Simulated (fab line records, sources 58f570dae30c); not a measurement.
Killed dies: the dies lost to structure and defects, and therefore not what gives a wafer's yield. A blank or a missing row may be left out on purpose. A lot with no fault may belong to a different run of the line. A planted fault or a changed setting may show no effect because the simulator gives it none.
A struck lot beside a sound one    flow berkeley_cmos170    22 steps out of a route of 331
Sound: the wafers L497.1, L497.2, L497.6. Wafers struck: L503.2, L503.4, L503.6. The cause is named last.
Per side, at each step with rows, come the tool, then ch with its chambers, and then its first start. Under that, the readings that differ: sound wafers    struck wafers    difference of the means    sigmas: that difference in standard deviations of wafers without a fault.
alike: readings with means less than 2 such deviations apart, plus words and numbers identical on both sides. not compared: withheld readings, readings lacking a value on some wafer, bounds such as >300 that could conceal the same value, and numbers that have no deviation in the record and whose values overlap.
The two part at a step that has a row with sigmas, a row that says differs or no value, or rows on one side only. Numbers that don't overlap but have no deviation are shown without sigmas and don't part them. A reading missing from all wafers of one side parts the sides only when that side holds two or more wafers.

UCB170_SILICIDE_RTA_04: time 15 s.
  sound on rtp_anneal-01 ch 0, day 8 02:13; struck on rtp_anneal-01 ch 0, day 9 05:47
  alike: lamp_power_pct, wafer_temp_C_max
then, 3 steps without rows for these wafers: UCB170_SILICIDE_WET_ETCH_05 (etches Ti in SPM, time 45 s); UCB170_CONTACT_CLEAN_00 (cleans in SPM, time 600 s); UCB170_CONTACT_CVD_01 (deposits PSG from SiH4/O2/PH3, target thk 700 nm, time 2820 s).
UCB170_CONTACT_THK_MEAS_02:
  struck on film_metro-04, day 9 09:17; sound on film_metro-04, day 8 04:49
  alike: CONTACT_PSG_THK
then, 3 steps without rows for these wafers: UCB170_CONTACT_HMDS_03 (prime time 60 s); UCB170_CONTACT_COAT_04 (resist thk 900 nm); UCB170_CONTACT_SOFTBAKE_05 (time 60 s).
UCB170_CONTACT_STRIP_06: strips in O2.
  sound on plasma_asher-02 ch 0,1, day 8 05:25; struck on plasma_asher-02 ch 0,1, day 9 09:47
reading                       sound              struck             difference  sigmas
strip_time_to_endpoint_s (s)  21.88 21.82 21.82  22.06 21.98 22.08  +0.20       +3
  alike: drypump_motor_current_A, oes_product_au
  not compared: rf_hours_counter_h
then, 1 step without rows for these wafers: UCB170_CONTACT_CLEAN_07 (cleans in SPM, time 600 s).
UCB170_CONTACT_RTA_08: time 10 s.
  sound on rtp_anneal-01 ch 0, day 8 05:41; struck on rtp_anneal-01 ch 0, day 9 10:05
  alike: lamp_power_pct, wafer_temp_C_max
next, for these wafers, 1 step has no rows: UCB170_CONTACT_COAT_09.
UCB170_CONTACT_COAT_10: resist thk 900 nm.
  sound on litho_track-01 ch 0, day 8 05:00; struck on litho_track-03 ch 0, day 9 10:00
reading                                   sound              struck           difference  sigmas
model.KrF_of_CONTACT_COAT_10.thk_nm (nm)  903.9 906.1 904.5  878.5 879.3 881  -25.2       
then, 4 steps without rows for these wafers: UCB170_CONTACT_SOFTBAKE_11 (time 60 s); UCB170_CONTACT_EXPOSE_12 (exposes mask CONT, target cd 700 nm); UCB170_CONTACT_PEB_13; UCB170_CONTACT_DEVELOP_14 (develop time 45 s).
UCB170_CONTACT_CD_MEAS_15: the cd target is 700 nm.
  struck on cd_sem-02, day 9 11:14; sound on cd_sem-01, day 8 06:44
  alike: cd_nm
UCB170_CONTACT_OVL_MEAS_16:
  struck on overlay-01, day 9 11:20; sound on overlay-02, day 8 06:52
  alike: CONTACT_OVL
UCB170_CONTACT_ETCH_17: etches BARC in N2/H2.
  sound on rie_diel-04 ch 0,1,2, day 8 06:54; struck on rie_diel-02 ch 1,3, day 9 11:22
  alike: drypump_motor_current_A, oes_product_au, throttle_valve_pct
UCB170_CONTACT_ETCH_18: etches PSG in CHF3/CF4/Ar, stops on TiSi2, target depth 840 nm, time 195 s.
  sound on rie_diel-04 ch 0,1,2; struck on rie_diel-02 ch 1,3
reading                                   sound              struck             difference  sigmas
model.KrF_of_CONTACT_COAT_10.thk_nm (nm)  697.7 700.9 696.8  667.8 667.3 671.5  -29.6       
  alike: drypump_motor_current_A, oes_product_au, throttle_valve_pct
  not compared: rf_hours_counter_h
UCB170_CONTACT_STRIP_19: strips in O2.
  sound on plasma_asher-01 ch 0,1, day 8 07:04; struck on plasma_asher-01 ch 0, day 9 11:32
  alike: drypump_motor_current_A, oes_product_au
  not compared: rf_hours_counter_h

== WHERE THEY PART ==
UCB170_CONTACT_STRIP_06 only, going by this record. Later steps at which nothing parts them and some readings are alike: UCB170_CONTACT_RTA_08, UCB170_CONTACT_CD_MEAS_15, UCB170_CONTACT_OVL_MEAS_16, UCB170_CONTACT_ETCH_17, UCB170_CONTACT_ETCH_18, UCB170_CONTACT_STRIP_19.

WHY: what the simulator had put in
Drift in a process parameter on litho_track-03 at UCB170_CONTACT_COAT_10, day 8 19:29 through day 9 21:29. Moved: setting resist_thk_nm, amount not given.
